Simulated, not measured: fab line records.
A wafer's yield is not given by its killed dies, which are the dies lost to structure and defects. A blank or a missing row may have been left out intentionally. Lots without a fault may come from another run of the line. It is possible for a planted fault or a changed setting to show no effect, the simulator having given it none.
A struck lot beside a sound one / flow rit-cmos / 18 out of 202 route steps
Sound: wafers L285.1, L285.4, L285.6. Wafers struck: L301.3, L301.4, L301.6. The cause is given at the end.
Order at every step that has rows: each side's tool, ch and its chambers, its first start. Under that, the readings that differ: sound wafers / struck wafers / difference of the means / sigmas: that difference in standard deviations of wafers without a fault.
alike: a reading whose means differ by less than 2 such deviations, as well as words and numbers matching on both sides. not compared: withheld readings; readings where some wafer has no value; bounds like >300 that might hide an equal value; numbers whose values overlap and for which the record gives no deviation.
The two part at a step that has a row with sigmas, a row that says differs or no value, or rows on one side only. When numbers do not overlap yet have no deviation, they are printed without sigmas and do not part them. A reading missing from all wafers of one side parts the sides only when that side holds two or more wafers.

first, 1 step without rows for these wafers: RIT_SILICIDE_WET_ETCH_00 (etches SiO2 in BOE, target depth 14 nm, time 15 s).
RIT_SILICIDE_SPUTTER_01: material Ti, target thk 30 nm, time 240 s.
  sound on pvd-sputter-01, day 3 18:41; struck on pvd-sputter-01, day 7 03:46
  alike: throttle-valve-pct
RIT_SILICIDE_RS_MEAS_02: uses a four-point probe to measure.
  sound on film-metro-03, day 3 18:50; struck on film-metro-04, day 7 03:58
  alike: SILICIDE_TI_RS
RIT_SILICIDE_THK_MEAS_03: measures by xrf.
  sound on film-metro-03, day 3 18:58; struck on film-metro-04, day 7 04:04
  alike: SILICIDE_TI_THK
RIT_SILICIDE_RTA_04: time 10 s, ramp up 5 s, ramp down 5 s.
  sound on rtp-anneal-02 ch 0, day 3 19:01; struck on rtp-anneal-02 ch 0, day 7 04:07
  alike: wafer_temp_C_max
then, 1 step without rows for these wafers: RIT_SILICIDE_WET_ETCH_05 (etches Ti in SPM, time 120 s).
RIT_SILICIDE_RTA_06: time 10 s, ramp up 5 s, ramp down 10 s.
  sound on rtp-anneal-01 ch 0, day 3 19:08; struck on rtp-anneal-01 ch 0, day 7 04:14
  alike: wafer_temp_C_max
RIT_CONTACT_CVD_00: deposits SiO2 from TEOS, target thk 400 nm, time 61 s.
  sound on pecvd-04 ch 0,1,2, day 3 19:11; struck on pecvd-03 ch 0,2, day 7 04:17
  alike: heater-power-w
RIT_CONTACT_THK_MEAS_01:
  sound on film-metro-03, day 3 19:15; struck on film-metro-03, day 7 04:21
  alike: CONTACT_TEOS_THK
then, 3 steps without rows for these wafers: RIT_CONTACT_HMDS_02 (prime time 60 s); RIT_CONTACT_COAT_03 (resist thk 1000 nm); RIT_CONTACT_SOFTBAKE_04 (time 60 s).
RIT_CONTACT_EXPOSE_05: exposes mask M11, target cd 1000 nm.
  sound on iline-stepper-02 ch 0, day 3 19:46; struck on iline-stepper-02 ch 0, day 7 05:00
reading=model.CONTACT.overlay-x-nm (nm); sound=-1.371 -1.371 -1.371; struck=347.6 347.6 347.6; difference=+349.0; sigmas=
  alike: mask, exposure-dose-mJ-cm2, stage-vel-mm-s
then, 2 steps without rows for these wafers: RIT_CONTACT_PEB_06; RIT_CONTACT_DEVELOP_07 (develop time 120 s).
RIT_CONTACT_CD_MEAS_08: the cd target is 1000 nm.
  sound on cd-sem-01, day 3 20:17; struck on cd-sem-01, day 7 05:31
  alike: cd-nm
RIT_CONTACT_OVL_MEAS_09:
  sound on overlay-02, day 3 20:25; struck on overlay-02, day 7 05:49
reading=CONTACT_OVL (nm); sound=-1.8 -1.6 -1.6; struck=348.2 346.9 346.7; difference=+348.9; sigmas=+99 or more
  not compared: hold
RIT_M1_PROBE_99:
  the record has rows for the sound wafers here (prober-02, day 4 01:38) and none for the struck ones

## WHERE THEY PART
Last at RIT_M1_PROBE_99 as far as this record goes, first at RIT_CONTACT_OVL_MEAS_09.

WHY: the cause the simulator had injected
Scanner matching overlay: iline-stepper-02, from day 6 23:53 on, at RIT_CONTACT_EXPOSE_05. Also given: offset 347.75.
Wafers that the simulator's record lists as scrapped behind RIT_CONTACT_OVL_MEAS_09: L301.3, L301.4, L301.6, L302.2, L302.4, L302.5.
